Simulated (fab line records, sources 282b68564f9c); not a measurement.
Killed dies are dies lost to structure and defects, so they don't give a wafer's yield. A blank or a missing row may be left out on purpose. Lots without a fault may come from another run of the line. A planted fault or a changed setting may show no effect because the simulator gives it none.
Split-lot experiment | flow rit_cmos | 5 lots, 23 wafers read, on a route of 202 steps

THE SPLIT
At RIT_NLDD_IMPLANT_08, the setting energy_kev was moved away from the recipe's 20 on 5 of the 23 wafers read, by -5.0% to +3.5%. The other wafers ran this setting at the recipe's value.

The reading is taken at the split's own step.

THE READING
implant.drp_nm (the simulator's own value, which no gauge read), in nm, at RIT_NLDD_IMPLANT_08. The file gives no usual value for it.

wafer  | tool, chamber at the split | energy_kev as run | against the recipe | implant.drp_nm, nm | against lot-mates on the recipe
L075.2 | implanter-04, 0            | 20                | recipe             | 12.97              | -
L075.3 | implanter-04, 0            | 20                | recipe             | 12.97              | -
L075.5 | implanter-04, 0            | 20                | recipe             | 12.97              | -
L077.1 | implanter-01, 0            | 20                | recipe             | 12.97              | -
L077.4 | implanter-01, 0            | 20                | recipe             | 12.97              | -
L077.6 | implanter-01, 0            | 20                | recipe             | 12.97              | -
L077.2 | implanter-01, 0            | 20.7              | +3.5%              | 13.24              | +0.27
L077.3 | implanter-01, 0            | 20.7              | +3.5%              | 13.24              | +0.27
L080.1 | implanter-04, 0            | 20                | recipe             | 12.97              | -
L080.2 | implanter-04, 0            | 20                | recipe             | 12.97              | -
L080.3 | implanter-04, 0            | 20                | recipe             | 12.97              | -
L080.4 | implanter-04, 0            | 20                | recipe             | 12.97              | -
L080.5 | implanter-04, 0            | 20                | recipe             | 12.97              | -
L083.1 | implanter-01, 0            | 20                | recipe             | 12.97              | -
L083.2 | implanter-01, 0            | 20                | recipe             | 12.97              | -
L083.4 | implanter-01, 0            | 20                | recipe             | 12.97              | -
L083.5 | implanter-01, 0            | 20                | recipe             | 12.97              | -
L083.6 | implanter-01, 0            | 20                | recipe             | 12.97              | -
L084.1 | implanter-03, 0            | 19                | -5.0%              | 12.57              | -0.40
L084.4 | implanter-03, 0            | 19                | -5.0%              | 12.57              | -0.40
L084.5 | implanter-03, 0            | 19                | -5.0%              | 12.57              | -0.40
L084.2 | implanter-03, 0            | 20                | recipe             | 12.97              | -
L084.6 | implanter-03, 0            | 20                | recipe             | 12.97              | -

THE FIT
A straight line over all 23 wafers: implant.drp_nm changes by +0.0792 nm for each +1% of energy_kev; r = +1.00; the points scatter about the line by 0.0024 nm.
The same after taking each lot's own level away (the mean of its wafers on the recipe; 23 wafers): +0.0792 nm for each +1%; r = +1.00; scatter 0.0024 nm.
On that fit, the largest move of energy_kev shifts the reading by 0.4 nm.
The lots' own levels span 12.970 to 12.970 nm.
So the lot-to-lot level changes the slope little: the two slopes agree.
Check: with one of the wafers moved furthest among these (-5.0%) left out of the fit, the line predicts -0.396 nm for it against its lot-mates. It came out at -0.4 nm against them.

OTHER SPLITS ON THESE WAFERS
These wafers also went through other splits before the reading. Each is held against what the fit with the lots' levels taken away leaves over:
other split on the same wafers    | wafers away from the commonest value | r with implant.drp_nm (lot level and that fit taken away)
RIT_ACTIVE_OXIDATION_01 ox_time_s | 15                                   | +0.14
RIT_NRETRO_IMPLANT_08 energy_kev  | 6                                    | +0.12
RIT_PRETRO_IMPLANT_08 dose_cm2    | 11                                   | -0.31
RIT_GATE_OXIDATION_05 ox_time_s   | 15                                   | -0.02
RIT_GATE_DEVELOP_15 dev_temp_c    | 7                                    | -0.22
RIT_REOX_OXIDATION_03 temp_c      | 15                                   | +0.16

THE WHOLE CHAIN: every reading that the file lists as answering this split, in the file's order
step                | what it does | reading                                                         | change (the file's fit)                | r (the file's)
RIT_NLDD_IMPLANT_08 |              | implant.rp_nm (the simulator's own value, which no gauge read)  | +0.19 nm for each +1% of the setting   | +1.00
RIT_NLDD_IMPLANT_08 |              | implant.drp_nm (the simulator's own value, which no gauge read) | +0.0786 nm for each +1% of the setting | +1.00

THE FILE'S OWN FIT
implant.drp_nm changes by +0.0786 nm for each +1% of energy_kev, r = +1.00.
